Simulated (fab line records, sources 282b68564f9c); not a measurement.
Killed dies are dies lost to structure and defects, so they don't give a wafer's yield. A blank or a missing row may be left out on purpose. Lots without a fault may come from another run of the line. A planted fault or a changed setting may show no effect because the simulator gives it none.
Problem report in the 8D (eight disciplines) form, filled by code | flow rit_cmos | the parts of the form that need people (team, actions taken, sign-off) are left out

1. THE PROBLEM
run_length_s at RIT_GATE_ETCH_19 reads a mean of 209.8 s on 9 wafers of 3 lots; wafers without a fault read 193.1 s with a standard deviation of 0.32. That is +52 standard deviations from the usual mean.
The step: etches poly-Si in SF6/CHF3/O2, stops on SiO2, time 165 s, target depth 312.5 nm.
First seen on wafer L703.1, day 5 10:47, on rie_si-01. The record holds 45 wafers of 15 lots with a number at this step. Rule for "out", or "out of limits": more than 4 standard deviations from the usual mean. The other wafers with a number count as sound.

2. WHAT IT IS AND WHAT IT IS NOT
question                    | is                           | is not
which readings at this step | run_length_s, oes_product_au | drypump_motor_current_A
which lots                  | L703, L705, L707             | L691, L693, L695, L696, L697, L698, L699, L700, L701, L710, L712, L714
which wafers of those lots  | all that have a number       | -
read on which tools         | rie_si-01                    | rie_si-02
when                        | from day 5 10:47             | up to then (27 sound wafers); but 9 sound wafers of L710, L712, L714 came after

3. SUSPECTS, AND WHAT RULES EACH OUT
Counting: a tool at a process step up to the reading stays a suspect if it ran every lot that is out and no sound lot after the first of them.
- rie_si-01 at RIT_GATE_ETCH_19 (etches poly-Si in SF6/CHF3/O2, stops on SiO2, time 165 s, target depth 312.5 nm): kept. It ran every lot that is out, first L703 (day 5 10:47), and no sound lot after that; its last sound lot up to then is L701 (day 5 01:28). Its own readings are out on those wafers: oes_product_au, run_length_s.
Left after counting: rie_si-01 at RIT_GATE_ETCH_19.

4. THE CAUSE (what the simulator had put in)
Process parameter drift: rie_si-01, from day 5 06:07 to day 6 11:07, at RIT_GATE_ETCH_19. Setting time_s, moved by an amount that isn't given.
Counting left only this tool.

5. THE CHAIN OF EFFECTS, in route order
Each row: a reading whose mean over the struck wafers that have a number lies more than 3 standard deviations from the usual. Only readings for which the record gives a usual standard deviation are gone through. hours: the time from each lot's start at the first step in this table that gives one to its start at this step, as a median over the lots. sigmas: the change in usual standard deviations.
hours | step             | reading        | usual      | on struck wafers | change | sigmas
0     | RIT_GATE_ETCH_19 | oes_product_au | 0.826 a.u. | 0.762            | -0.064 | -5.8
0     | RIT_GATE_ETCH_19 | run_length_s   | 193.1 s    | 209.8            | +16.7  | +52
The process steps in it:
- RIT_GATE_ETCH_19: etches poly-Si in SF6/CHF3/O2, stops on SiO2, time 165 s, target depth 312.5 nm.

6. WHAT WOULD HAVE CAUGHT IT SOONER
In this record the first reading out of limits was taken at day 5 10:47, 5 hours after the fault began at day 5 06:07.
